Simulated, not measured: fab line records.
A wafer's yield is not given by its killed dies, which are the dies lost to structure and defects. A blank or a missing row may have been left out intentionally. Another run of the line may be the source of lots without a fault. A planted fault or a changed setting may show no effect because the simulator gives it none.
Struck lot and sound lot, side by side -- flow berkeley cmos170 -- 27 steps out of a route of 331
Sound: wafers L421.2, L421.4, L421.6. Wafers L437.1, L437.4, L437.6 were the ones struck. The cause is named last.
Order at every step that has rows: each side's tool, ch and its chambers, its first start. Under that, the readings that differ: sound wafers -- struck wafers -- difference of the means -- sigmas: that difference in standard deviations of wafers without a fault.
alike: same words and numbers on both sides, and readings whose means sit less than 2 such deviations apart. not compared: any withheld reading, any reading some wafer has no value for, any bound like >300 that may hide the same value, and any number with overlapping values for which the record gives no deviation.
The two part at a step that has a row with sigmas, a row that says differs or no value, or rows on one side only. Numbers that have no deviation but don't overlap get no sigmas and don't part them. A reading missing from all wafers of one side parts the sides only when that side holds two or more wafers.

first, 6 steps without rows for these wafers: UCB170_M2_COAT_09; UCB170_M2_COAT_10 (resist thk 900 nm); UCB170_M2_SOFTBAKE_11 (time 60 s); UCB170_M2_EXPOSE_12 (exposes mask METAL2, target cd 700 nm); UCB170_M2_PEB_13; UCB170_M2_DEVELOP_14 (develop time 45 s).
UCB170_M2_CD_MEAS_15: target cd 700 nm.
  sound on cd sem-01 at day 7 09:32; struck on cd sem-02 at day 10 23:01
  alike: cd nm
UCB170_M2_OVL_MEAS_16:
  sound on overlay-01 at day 7 09:39; struck on overlay-01 at day 10 23:08
  alike: M2_OVL
UCB170_M2_ETCH_17: etches BARC in N2/H2.
  sound on rie diel-01 ch 1,2, day 7 09:41; struck on rie diel-04 ch 1,2, day 10 23:11
reading,sound,struck,difference,sigmas
oes product au (a.u.),1.008 1.035 1.033,0.976 0.981 0.976,-0.048,-2
  alike: chamber pressure mTorr, drypump motor current A, throttle valve pct
UCB170_M2_METAL_ETCH_18: etches Al in Cl2/BCl3, stops on SiO2, target depth 1170 nm, time 195 s.
  sound on rie metal-03 ch 0,1, day 7 09:43; struck on rie metal-03 ch 0,1, day 10 23:13
  alike: chamber pressure mTorr, drypump motor current A, oes product au, throttle valve pct
  not compared: rf hours counter h
UCB170_M2_STRIP_19: strips in O2.
  sound on plasma asher-04 ch 0,1, day 7 09:55; struck on plasma asher-02 ch 0, day 10 23:25
  alike: chamber pressure mTorr, drypump motor current A, oes product au
  not compared: rf hours counter h
UCB170_M2_CD_MEAS_90: target cd 700 nm.
  sound on cd sem-02 at day 7 10:02; struck on cd sem-02 at day 10 23:32
  alike: cd nm
UCB170_V2_CVD_00: deposits SiO2 from TEOS/O2, target thk 2000 nm, time 250 s.
  sound on pecvd-03 ch 0,1,2, day 7 10:08; struck on pecvd-01 ch 0,1,2, day 10 23:40
  no value came back on the struck wafers for heater power w (W), pressure mtorr (mTorr); on the sound wafers heater power w (W) reads 223 340 304
UCB170_V2_CMP_02: polishes SiO2.
  sound on cmp-02 ch 0,3, day 7 10:24; struck on cmp-02 ch 1,3, day 10 23:53
  alike: head pressure psi, motor current A
UCB170_V2_BOW_MEAS_03:
  sound on film metro-04 at day 7 10:40; struck on film metro-03 at day 11 00:11
reading,sound,struck,difference,sigmas
V2_BOW (um),40 46 36,18 15 6,-28,-4
then, 7 steps without rows for these wafers: UCB170_V2_CLEAN_05 (cleans in DIW); UCB170_V2_HMDS_06 (prime time 60 s); UCB170_V2_COAT_07 (resist thk 900 nm); UCB170_V2_SOFTBAKE_08 (time 60 s); UCB170_V2_EXPOSE_09 (exposes mask VIA2, target cd 700 nm); UCB170_V2_PEB_10; UCB170_V2_DEVELOP_11 (develop time 45 s).
UCB170_V2_CD_MEAS_12: target cd 700 nm.
  sound on cd sem-01 at day 7 13:00; struck on cd sem-01 at day 11 01:58
  alike: cd nm
UCB170_V2_OVL_MEAS_13:
  sound on overlay-01 at day 7 13:06; struck on overlay-02 at day 11 02:05
  alike: V2_OVL
UCB170_V2_ETCH_14: etches SiO2 in CHF3/CF4/Ar, stops on Al, target depth 1250 nm, time 291 s.
  sound on rie diel-01 ch 0,2, day 7 13:08; struck on rie diel-02 ch 0,2,3, day 11 02:08
reading,sound,struck,difference,sigmas
oes product au (a.u.),0.895 0.873 0.903,0.370 0.361 0.382,-0.519,-43
throttle valve pct (%),7.15 7.10 7.16,6.86 6.86 6.67,-0.34,-3
model.etch.depth nm (nm),999.5 999.1 999.5,0 0 0,-999,
  alike: chamber pressure mTorr, drypump motor current A
  not compared: rf hours counter h, model.V2.feature depth nm
UCB170_V2_STRIP_15: strips in O2.
  sound on plasma asher-02 ch 0, day 7 13:19; struck on plasma asher-02 ch 0,1, day 11 02:19
reading,sound,struck,difference,sigmas
strip time to endpoint s (s),15.58 15.32 15.57,15.23 15.33 15.10,-0.27,-2
  alike: chamber pressure mTorr, drypump motor current A, oes product au
  not compared: rf hours counter h
UCB170_V2_CD_MEAS_90: target cd 700 nm.
  sound on cd sem-02 at day 7 13:26; struck on cd sem-01 at day 11 02:25
reading,sound,struck,difference,sigmas
cd nm (nm),698.0 698.9 698.2,- - -,no value on the struck wafers,

== WHERE THEY PART ==
First at UCB170_M2_ETCH_17; last, within this record, at UCB170_V2_CD_MEAS_90.

WHY: whatever the simulator had introduced
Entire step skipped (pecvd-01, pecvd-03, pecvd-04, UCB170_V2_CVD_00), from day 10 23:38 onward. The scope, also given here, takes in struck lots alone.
